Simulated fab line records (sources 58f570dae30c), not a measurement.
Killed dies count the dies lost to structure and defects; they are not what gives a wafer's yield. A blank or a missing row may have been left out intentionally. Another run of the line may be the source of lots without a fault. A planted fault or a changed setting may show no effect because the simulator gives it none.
The tool behind it: which one? || flow berkeley_cmos170 || 7 lots, 21 wafers sampled, at 1 step of a route of 331

== WHAT EACH GAUGE READ, for each wafer ==
UCB170_NSD_OVL_MEAS_07.
{"lot": "L535", "measured": "day 8 07:07", "on": "overlay-02", "NSD_OVL (nm)": "1 -4 1"}
{"lot": "L540", "measured": "day 8 17:17", "on": "overlay-02", "NSD_OVL (nm)": "2 -5 -3"}
{"lot": "L541", "measured": "day 8 19:48", "on": "overlay-02", "NSD_OVL (nm)": "5 -1 -2"}
{"lot": "L544", "measured": "day 9 14:55", "on": "overlay-02", "NSD_OVL (nm)": "-7 0 -4"}
{"lot": "L546", "measured": "day 10 06:41", "on": "overlay-02", "NSD_OVL (nm)": "2 4 5"}
{"lot": "L549", "measured": "day 11 06:34", "on": "overlay-01", "NSD_OVL (nm)": "1 2 5"}
{"lot": "L557", "measured": "day 12 11:07", "on": "overlay-02", "NSD_OVL (nm)": "-6 -5 -9"}

== TOOL THAT RAN EACH LOT (tool first, then ch and the chambers of the sampled wafers, then the start) ==
Record: no process step prior to these readings.

== THE ANSWER, worked out from the rows above alone ==
Rule: what is usual is taken from the lots themselves. Put in order of their means at a reading, lots are off if they are a third of the lots or fewer, leave a main group of 4 or more, and stand apart from it by a gap of 3 or more times the standard deviation of the main group's means; of several such gaps the widest counts. The tables above print the reading to a certain number of digits; a main group whose means all agree to those digits is not used. Also off: a lot with no number at a reading for which 4 or more lots have one. Where the step has rows for the other lots, those lots are counted as sound.
No lot is off on any of the readings shown, so nothing can be concluded from this.

== WHAT THE SIMULATOR PUT IN ==
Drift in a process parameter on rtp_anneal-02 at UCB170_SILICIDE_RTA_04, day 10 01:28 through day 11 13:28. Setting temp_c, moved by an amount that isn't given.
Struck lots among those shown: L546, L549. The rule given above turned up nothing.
